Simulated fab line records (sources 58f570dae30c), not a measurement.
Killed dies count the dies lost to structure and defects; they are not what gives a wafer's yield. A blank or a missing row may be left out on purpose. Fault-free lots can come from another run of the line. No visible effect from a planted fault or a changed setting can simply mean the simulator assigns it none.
Which of the tools did it? + flow berkeley cmos170 + 15 lots with 45 wafers sampled at 2 steps, on a route of 331 steps

WHAT THE GAUGES READ, wafer by wafer
UCB170_ACTIVE_CD_MEAS_13: the cd target is 1200 nm.
| lot  | measured    | on        | cd nm (nm)           |
|------|-------------|-----------|----------------------|
| L340 | day 4 06:05 | cd sem-01 | 1199.0 1198.9 1200.1 |
| L343 | day 4 18:01 | cd sem-01 | 1200.5 1200.2 1199.8 |
| L345 | day 5 11:01 | cd sem-02 | 1201.7 1199.9 1200.3 |
| L348 | day 6 00:55 | cd sem-01 | 1201.2 1200.7 1199.4 |
| L350 | day 6 05:53 | cd sem-02 | 1201.9 1201.7 1202.5 |
| L352 | day 6 13:00 | cd sem-01 | 1199.0 1201.5 1200.7 |
| L351 | day 6 13:06 | cd sem-01 | 1200.2 1200.3 1200.2 |
| L353 | day 7 02:02 | cd sem-01 | 1203.1 1201.2 1201.2 |
| L355 | day 7 11:41 | cd sem-01 | 1202.7 1202.1 1202.5 |
| L356 | day 7 11:54 | cd sem-01 | 1200.3 1199.1 1199.8 |
| L354 | day 7 12:23 | cd sem-01 | 1201.4 1202.4 1201.9 |
| L360 | day 8 02:05 | cd sem-01 | 1198.5 1199.3 1197.7 |
| L361 | day 8 11:58 | cd sem-01 | 1201.5 1201.7 1202.4 |
| L362 | day 8 12:16 | cd sem-01 | 1201.1 1201.5 1201.1 |
| L363 | day 8 22:39 | cd sem-02 | 1198.1 1199.5 1198.9 |

UCB170_PFIELD_TW_MEAS_09.
| lot  | measured    | on            | PFIELD_TW   |
|------|-------------|---------------|-------------|
| L340 | day 4 08:05 | film metro-01 | 595 592 595 |
| L343 | day 4 23:26 | film metro-02 | 603 601 605 |
| L345 | day 5 14:25 | film metro-04 | 608 607 607 |
| L348 | day 6 03:20 | film metro-04 | 606 600 599 |
| L350 | day 6 10:46 | film metro-01 | 592 596 592 |
| L352 | day 6 15:52 | film metro-02 | 605 605 604 |
| L351 | day 6 15:58 | film metro-02 | 602 605 606 |
| L353 | day 7 04:32 | film metro-04 | 610 611 611 |
| L355 | day 7 16:25 | film metro-02 | 603 602 605 |
| L356 | day 7 16:42 | film metro-04 | 614 612 614 |
| L354 | day 7 16:59 | film metro-02 | 601 603 601 |
| L360 | day 8 04:22 | film metro-02 | 602 603 604 |
| L361 | day 8 13:46 | film metro-04 | 609 607 609 |
| L362 | day 8 14:08 | film metro-01 | 590 590 593 |
| L363 | day 9 03:32 | film metro-04 | 610 610 611 |

TOOL THAT RAN EACH LOT (tool first, then ch and the chambers of the sampled wafers, then the start)
The record holds no process step before these readings.

WHAT THE TOOLS THEMSELVES READ (means of the sampled wafers that have a number; where no wafer has one, the mark that the record gives instead)
The record holds no such reading with a usual standard deviation.

THE ANSWER, worked out from the rows above alone
Rule: the lots themselves supply what counts as usual. Put in order of their means at a reading, lots are off if they are a third of the lots or fewer, leave a main group of 4 or more, and stand apart from it by a gap of 3 or more times the standard deviation of the main group's means; of several such gaps the widest counts. A main group is skipped when, at the precision printed for the reading in the tables above, its means are all equal. Also off: a lot with no number at a reading for which 4 or more lots have one. All remaining lots with rows at the step are treated as sound. After the gauges, taken in route order, come the tools' own readings; for these a lot's mean is taken, as printed above. The first step at which some lot is off is used, and at that step the reading that is off furthest; a lot without a number counts as furthest.
No lot is off at any reading shown: from this, nothing can be told.

WHAT WAS PUT IN BY THE SIMULATOR
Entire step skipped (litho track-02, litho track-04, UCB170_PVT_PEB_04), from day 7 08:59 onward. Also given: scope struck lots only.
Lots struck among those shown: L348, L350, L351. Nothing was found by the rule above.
